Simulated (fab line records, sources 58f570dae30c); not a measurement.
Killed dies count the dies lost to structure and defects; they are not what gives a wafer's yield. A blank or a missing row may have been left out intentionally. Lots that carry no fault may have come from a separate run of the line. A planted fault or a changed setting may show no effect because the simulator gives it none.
Check for tools in common | flow berkeleyCmos170 | Sample size 15 lots and 45 wafers

## WHY THIS WAS OPENED
Of 15 lots, 3 have the reading M2_AL_RS flagged at UCB170_M2_RS_MEAS_02. Wafers without a fault read 0.0323 ohm/sq, standard deviation 0.00046.
Rule: a lot is flagged in two cases, either no wafer of it has a number, or all its wafers with numbers fall more than 4 standard deviations from that mean. The rest of the lots are taken to be sound.

lot  | measured     | on           | M2_AL_RS (ohm/sq), wafer by wafer | flag
L955 | day 8 12:49  | filmMetro-03 | 0.0328 0.0322 0.0329              | 
L954 | day 8 14:01  | filmMetro-03 | 0.0316 0.0321 0.0316              | 
L958 | day 9 00:50  | filmMetro-02 | 0.0323 0.0317 0.0322              | 
L959 | day 9 01:25  | filmMetro-02 | 0.0313 0.0315 0.0313              | 
L957 | day 9 05:45  | filmMetro-04 | 0.0316 0.0329 0.0322              | 
L962 | day 10 00:22 | filmMetro-02 | 0.0321 0.0336 0.0325              | 
L961 | day 10 01:42 | filmMetro-02 | 0.0328 0.0319 0.0327              | 
L963 | day 10 03:02 | filmMetro-03 | 0.0324 0.0322 0.0320              | 
L965 | day 10 05:05 | filmMetro-03 | 0.0331 0.0319 0.0327              | 
L966 | day 10 06:43 | filmMetro-02 | 0.0329 0.0327 0.0328              | 
L969 | day 11 15:30 | filmMetro-04 | 0.0179 0.0180 0.0179              | FLAGGED
L973 | day 12 01:07 | filmMetro-03 | 0.0322 0.0320 0.0325              | 
L972 | day 12 02:41 | filmMetro-04 | 0.0182 0.0180 0.0180              | FLAGGED
L974 | day 13 00:15 | filmMetro-03 | 0.0179 0.0179 0.0178              | FLAGGED
L977 | day 13 07:02 | filmMetro-03 | 0.0330 0.0320 0.0322              | 
Average over the flagged lots: 0.0180 ohm/sq; offset from the usual -0.0143 ohm/sq, equal to -31 standard deviations.

## WHICH TOOL EACH LOT WENT THROUGH
Before the reading, the record contains 2 process steps out of a 331-step route. In each cell: the tool, then ch and the chambers that the sampled wafers went through, then the start.
lot  | flag    | UCB170_CONTACT_ETCH_17            | UCB170_M2_SPUTTER_01
L955 |         | rieDiel-01 ch 0,2, day 8 06:25    | pvdSputter-03, day 8 12:41
L954 |         | rieDiel-03 ch 0,1,3, day 8 06:44  | pvdSputter-04, day 8 13:55
L958 |         | rieDiel-01 ch 0,2, day 8 16:31    | pvdSputter-02, day 9 00:46
L959 |         | rieDiel-02 ch 0,3, day 8 16:50    | pvdSputter-04, day 9 01:19
L957 |         | rieDiel-03 ch 0,1,3, day 8 18:13  | pvdSputter-02, day 9 05:40
L962 |         | rieDiel-01 ch 0,2,3, day 9 18:01  | pvdSputter-02, day 10 00:16
L961 |         | rieDiel-02 ch 1,2,3, day 9 19:00  | pvdSputter-04, day 10 01:36
L963 |         | rieDiel-01 ch 0,1,2, day 9 20:10  | pvdSputter-02, day 10 02:57
L965 |         | rieDiel-01 ch 0,2,3, day 9 20:34  | pvdSputter-02, day 10 04:56
L966 |         | rieDiel-02 ch 0,1,2, day 10 00:04 | pvdSputter-03, day 10 06:37
L969 | FLAGGED | rieDiel-01 ch 1,3, day 11 08:59   | pvdSputter-02, day 11 15:25
L973 |         | rieDiel-01 ch 0,2,3, day 11 18:40 | pvdSputter-04, day 12 01:01
L972 | FLAGGED | rieDiel-03 ch 0,2, day 11 18:54   | pvdSputter-02, day 12 02:35
L974 | FLAGGED | rieDiel-03 ch 0,1,3, day 12 17:44 | pvdSputter-02, day 13 00:10
L977 |         | rieDiel-01 ch 2,3, day 12 21:15   | pvdSputter-03, day 13 06:57
What the steps here do:
- UCB170_CONTACT_ETCH_17: etches BARC in N2/H2.
- UCB170_M2_SPUTTER_01: material Al, target thk 900 nm, time 120 s.
- UCB170_M2_RS_MEAS_02: measures by four-point-probe.

## FLAGGED AGAINST TOTAL, ONE TOOL AT A TIME (gauges that did the reading follow at the end)
step                   | tool          | lots run | flagged | share of the flagged lots | sound lots run after its first flagged lot
UCB170_CONTACT_ETCH_17 | rieDiel-01    | 8        | 1       | some                      | 2 (L973,L977)
UCB170_CONTACT_ETCH_17 | rieDiel-02    | 3        | 0       | none                      | -
UCB170_CONTACT_ETCH_17 | rieDiel-03    | 4        | 2       | some                      | 0
UCB170_M2_SPUTTER_01   | pvdSputter-02 | 8        | 3       | all                       | 0
UCB170_M2_SPUTTER_01   | pvdSputter-03 | 3        | 0       | none                      | -
UCB170_M2_SPUTTER_01   | pvdSputter-04 | 4        | 0       | none                      | -
UCB170_M2_RS_MEAS_02   | filmMetro-02  | 5        | 0       | none                      | -
UCB170_M2_RS_MEAS_02   | filmMetro-03  | 7        | 1       | some                      | 1 (L977)
UCB170_M2_RS_MEAS_02   | filmMetro-04  | 3        | 2       | some                      | 0

## WHAT THE TABLE PERMITS
In the table, 1 row covers all flagged lots: pvdSputter-02 at UCB170_M2_SPUTTER_01.
- pvdSputter-02 at UCB170_M2_SPUTTER_01 ran 8 lots, 3 of them flagged. Last sound lot L965 at day 10 04:56, first flagged lot L969 at day 11 15:25; a fault beginning in between fits.
One tool is left: pvdSputter-02 at UCB170_M2_SPUTTER_01.

## WHAT THE SIMULATOR HAD PUT IN
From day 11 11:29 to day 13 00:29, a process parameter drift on pvdSputter-02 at UCB170_M2_SPUTTER_01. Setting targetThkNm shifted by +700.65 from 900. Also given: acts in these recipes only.
Shown lots that were struck: L969, L972, L974. The rule given above showed the same thing.
